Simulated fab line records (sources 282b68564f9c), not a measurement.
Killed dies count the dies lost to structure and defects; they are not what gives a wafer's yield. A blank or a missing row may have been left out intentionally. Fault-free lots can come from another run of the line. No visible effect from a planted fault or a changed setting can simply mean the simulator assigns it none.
The tool behind it: which one? || flow rit cmos || Sampling: 6 lots, 18 wafers, 2 of 202 route steps

== WHAT THE GAUGES SHOWED, per wafer ==
RIT_ACTIVE_THK_MEAS_04.
{"lot": "L436", "measured": "day 1 18:32", "on": "film metro-03", "ACTIVE_NITRIDE_THK (nm)": "147.9 148.0 149.0"}
{"lot": "L442", "measured": "day 3 01:16", "on": "film metro-03", "ACTIVE_NITRIDE_THK (nm)": "150.4 149.4 149.4"}
{"lot": "L445", "measured": "day 3 15:32", "on": "film metro-01", "ACTIVE_NITRIDE_THK (nm)": "149.1 147.9 147.6"}
{"lot": "L447", "measured": "day 4 02:15", "on": "film metro-03", "ACTIVE_NITRIDE_THK (nm)": "150.7 152.0 152.6"}
{"lot": "L452", "measured": "day 5 02:32", "on": "film metro-01", "ACTIVE_NITRIDE_THK (nm)": "119.8 119.9 119.7"}
{"lot": "L456", "measured": "day 5 22:32", "on": "film metro-01", "ACTIVE_NITRIDE_THK (nm)": "149.5 149.6 150.4"}

== TOOL THAT RAN EACH LOT (tool first, then ch and the chambers of the sampled wafers, then the start) ==
{"lot": "L436", "RIT_ACTIVE_CVD_03": "lpcvd-01 ch 1, day 1 17:07"}
{"lot": "L442", "RIT_ACTIVE_CVD_03": "lpcvd-02 ch 1, day 2 23:07"}
{"lot": "L445", "RIT_ACTIVE_CVD_03": "lpcvd-02 ch 0, day 3 14:07"}
{"lot": "L447", "RIT_ACTIVE_CVD_03": "lpcvd-01 ch 0, day 4 00:07"}
{"lot": "L452", "RIT_ACTIVE_CVD_03": "lpcvd-02 ch 1, day 5 01:07"}
{"lot": "L456", "RIT_ACTIVE_CVD_03": "lpcvd-01 ch 1, day 5 21:07"}
- RIT_ACTIVE_CVD_03: deposits Si3N4 from SiH2Cl2/NH3, target thk 150 nm, time 1500 s.

== THE ANSWER, worked out from the rows above alone ==
Rule: what is usual is taken from the lots themselves. Put in order of their means at a reading, lots are off if they are a third of the lots or fewer, leave a main group of 4 or more, and stand apart from it by a gap of 3 or more times the standard deviation of the main group's means; of several such gaps the widest counts. If all means in a main group match to the digits the tables above print for the reading, that group is not used. A lot without any number at a reading at which 4 lots or more have one is off too. All remaining lots with rows at the step are treated as sound.
Off: L452, seen at RIT_ACTIVE_THK_MEAS_04 (ACTIVE_NITRIDE_THK). Main group: mean 149.6 nm, sd 1.3.
If a tool, at a process step before that reading, ran all the lots that are off and no sound lot after the first of them, it fits. Those tools and the gauges at RIT_ACTIVE_THK_MEAS_04 are tried in the same way. One fits: lpcvd-02 at RIT_ACTIVE_CVD_03. A fault onset in the window from L445 (day 3 14:07, its last sound lot) to L452 (day 5 01:07, its first lot off) fits.

== WHAT HAD BEEN PUT IN BY THE SIMULATOR ==
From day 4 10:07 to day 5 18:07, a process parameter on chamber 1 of lpcvd-02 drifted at RIT_ACTIVE_CVD_03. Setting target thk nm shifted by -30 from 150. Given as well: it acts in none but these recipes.
Lots struck among those shown: L452. Same finding as the rule above.
